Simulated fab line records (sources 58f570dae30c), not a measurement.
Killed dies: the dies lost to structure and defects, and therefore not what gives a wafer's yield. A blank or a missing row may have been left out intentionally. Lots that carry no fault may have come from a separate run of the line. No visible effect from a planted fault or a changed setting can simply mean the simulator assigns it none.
Chamber matching + flow berkeley_cmos170 + UCB170_GATE_ETCH_15 on rie_si-02: 4 sister chambers
The step etches poly-Si in HBr/Cl2, stops on SiO2, time 56.3 s, target depth 278.2 nm. 16 wafers are shown with their chamber, then 8 later ones without.

## EACH WAFER AND ITS CHAMBER
| wafer  | chamber | drypump_motor_current_A (A) | throttle_valve_pct (%) | he_backside_leak_sccm (sccm) |
|--------|---------|-----------------------------|------------------------|------------------------------|
| L616.2 | 2       | 6.2                         | 26.5                   | 2.34                         |
| L616.5 | 2       | 6.2                         | 26.6                   | 2.51                         |
| L616.6 | 3       | 5.6                         | 26.8                   | 2.53                         |
| L617.2 | 2       | 6.2                         | 26.5                   | 2.54                         |
| L617.4 | 3       | 5.6                         | 26.8                   | 2.63                         |
| L617.5 | 2       | 6.2                         | 26.5                   | 2.46                         |
| L620.3 | 0       | 5.2                         | 26.4                   | 2.74                         |
| L620.4 | 1       | 5.5                         | 26.1                   | 2.69                         |
| L620.5 | 0       | 5.2                         | 26.4                   | 2.85                         |
| L625.1 | 3       | 5.6                         | 26.8                   | 2.52                         |
| L625.2 | 1       | 5.5                         | 26.1                   | 2.62                         |
| L625.5 | 3       | 5.6                         | 26.8                   | 2.66                         |
| L627.1 | 3       | 5.5                         | 26.8                   | 2.65                         |
| L627.3 | 2       | 6.2                         | 26.5                   | 2.52                         |
| L627.4 | 0       | 5.2                         | 26.4                   | 2.51                         |
| L630.1 | 0       | 5.2                         | 26.4                   | 2.73                         |

SIGNATURES (averages over the wafers above)
| reading                 | chamber 0 | chamber 1 | chamber 2 | chamber 3 | scatter within a chamber |
|-------------------------|-----------|-----------|-----------|-----------|--------------------------|
| drypump_motor_current_A | 5.200     | 5.500     | 6.200     | 5.580     | 0.0258                   |
| throttle_valve_pct      | 26.400    | 26.100    | 26.520    | 26.800    | 0.0258                   |
| he_backside_leak_sccm   | 2.7075    | 2.6550    | 2.4740    | 2.5980    | 0.0947                   |
Rule: for each reading, subtract the chamber's mean from the wafer's reading, divide by that reading's scatter and square the result; add these up over the readings and take the root, which gives the wafer's distance from the chamber. If the next closest chamber is less than 2 further off than the closest, the wafer can't be placed; otherwise it belongs to the closest. The scatter: the root of (the sum of the squares of (reading less its chamber's mean) over the shown wafers, divided by (wafers less chambers)).

## WAFERS WHOSE CHAMBER IS MISSING
| wafer  | drypump_motor_current_A (A) | throttle_valve_pct (%) | he_backside_leak_sccm (sccm) |
|--------|-----------------------------|------------------------|------------------------------|
| L630.3 | 5.4                         | 26.1                   | 2.94                         |
| L630.4 | 5.5                         | 26.8                   | 2.72                         |
| L633.1 | 6.2                         | 26.5                   | 2.48                         |
| L633.4 | 5.5                         | 26.8                   | 2.80                         |
| L633.6 | 5.5                         | 26.8                   | 2.66                         |
| L636.1 | 5.2                         | 26.4                   | 2.71                         |
| L636.3 | 6.2                         | 26.5                   | 2.41                         |
| L636.4 | 5.6                         | 26.8                   | 2.74                         |

## CHAMBER TAKEN BY EACH
| wafer  | from the rows above | in truth |
|--------|---------------------|----------|
| L630.3 | 1                   | 1        |
| L630.4 | 3                   | 3        |
| L633.1 | 2                   | 2        |
| L633.4 | 3                   | 3        |
| L633.6 | 3                   | 3        |
| L636.1 | 0                   | 0        |
| L636.3 | 2                   | 2        |
| L636.4 | 3                   | 3        |
Correct placement for 8 of the 8. Number that these rows cannot place: 0. Number placed wrongly: 0.
